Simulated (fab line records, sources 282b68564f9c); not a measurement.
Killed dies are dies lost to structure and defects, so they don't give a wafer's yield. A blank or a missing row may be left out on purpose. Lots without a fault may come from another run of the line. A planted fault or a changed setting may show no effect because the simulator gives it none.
A struck lot beside a sound one | flow rit_cmos | 15 steps out of a route of 202
Sound: wafers L633.2, L633.3, L633.6. Struck: wafers L644.1, L644.2, L644.3. The cause comes at the end.
At each step with rows: each side's tool, then ch and its chambers, then its first start. Under that, the readings that differ: sound wafers | struck wafers | difference of the means | sigmas: that difference in standard deviations of wafers without a fault.
alike: readings whose means differ by less than 2 such deviations, and words and numbers that are the same on both sides. not compared: withheld readings, readings that some wafer has no value for, bounds like >300 that may hide the same value, and numbers for which the record gives no deviation and whose values overlap.
The two part at a step that has a row with sigmas, a row that says differs or no value, or rows on one side only. Numbers that don't overlap but have no deviation are shown without sigmas and don't part them. A reading that every wafer of one side lacks parts them only if that side has two wafers or more.

first, 4 steps without rows for these wafers: RIT_NRETRO_SOFTBAKE_02 (time 60 s); RIT_NRETRO_EXPOSE_03 (exposes mask M4, target cd 43900 nm); RIT_NRETRO_PEB_04; RIT_NRETRO_DEVELOP_05 (develop time 68 s).
RIT_NRETRO_OVL_MEAS_06:
  sound on overlay-02, day 2 20:14; struck on overlay-01, day 5 00:08
  alike: NRETRO_OVL
then, 2 steps without rows for these wafers: RIT_NRETRO_HARDBAKE_07 (time 120 s); RIT_NRETRO_IMPLANT_08.
RIT_NRETRO_STRIP_09: strips in O2, time 180 s.
  sound on plasma_asher-02 ch 0,1, day 2 20:40; struck on plasma_asher-04 ch 0,1, day 5 00:34
  alike: drypump_motor_current_A
  not compared: rf_hours_counter_h
RIT_NRETRO_TW_MEAS_10:
  sound on film_metro-01, day 2 20:50; struck on film_metro-01, day 5 00:44
  alike: NRETRO_TW
then, 3 steps without rows for these wafers: RIT_PRETRO_HMDS_00 (prime time 60 s); RIT_PRETRO_COAT_01 (resist thk 1300 nm); RIT_PRETRO_SOFTBAKE_02 (time 60 s).
RIT_PRETRO_EXPOSE_03: exposes mask M5, target cd 43700 nm.
  sound on iline_stepper-02 ch 0, day 2 21:29; struck on iline_stepper-01 ch 0, day 5 01:23
  reading | sound          | struck                  | difference | sigmas
  mask    | M5#0 M5#0 M5#0 | M5_R1#0 M5_R1#0 M5_R1#0 | differs    |
then, 1 step without rows for these wafers: RIT_PRETRO_PEB_04.
RIT_M1_PROBE_99:
  sound on prober-01, day 4 00:28; struck on prober-01, day 6 07:13
  alike: killed_at_front_end, killed_dies, killed_open, killed_short

WHERE THEY PART
Only at RIT_PRETRO_EXPOSE_03, within this record. Later steps at which nothing parts them and some readings are alike: RIT_M1_PROBE_99.

WHY: what the simulator had put in
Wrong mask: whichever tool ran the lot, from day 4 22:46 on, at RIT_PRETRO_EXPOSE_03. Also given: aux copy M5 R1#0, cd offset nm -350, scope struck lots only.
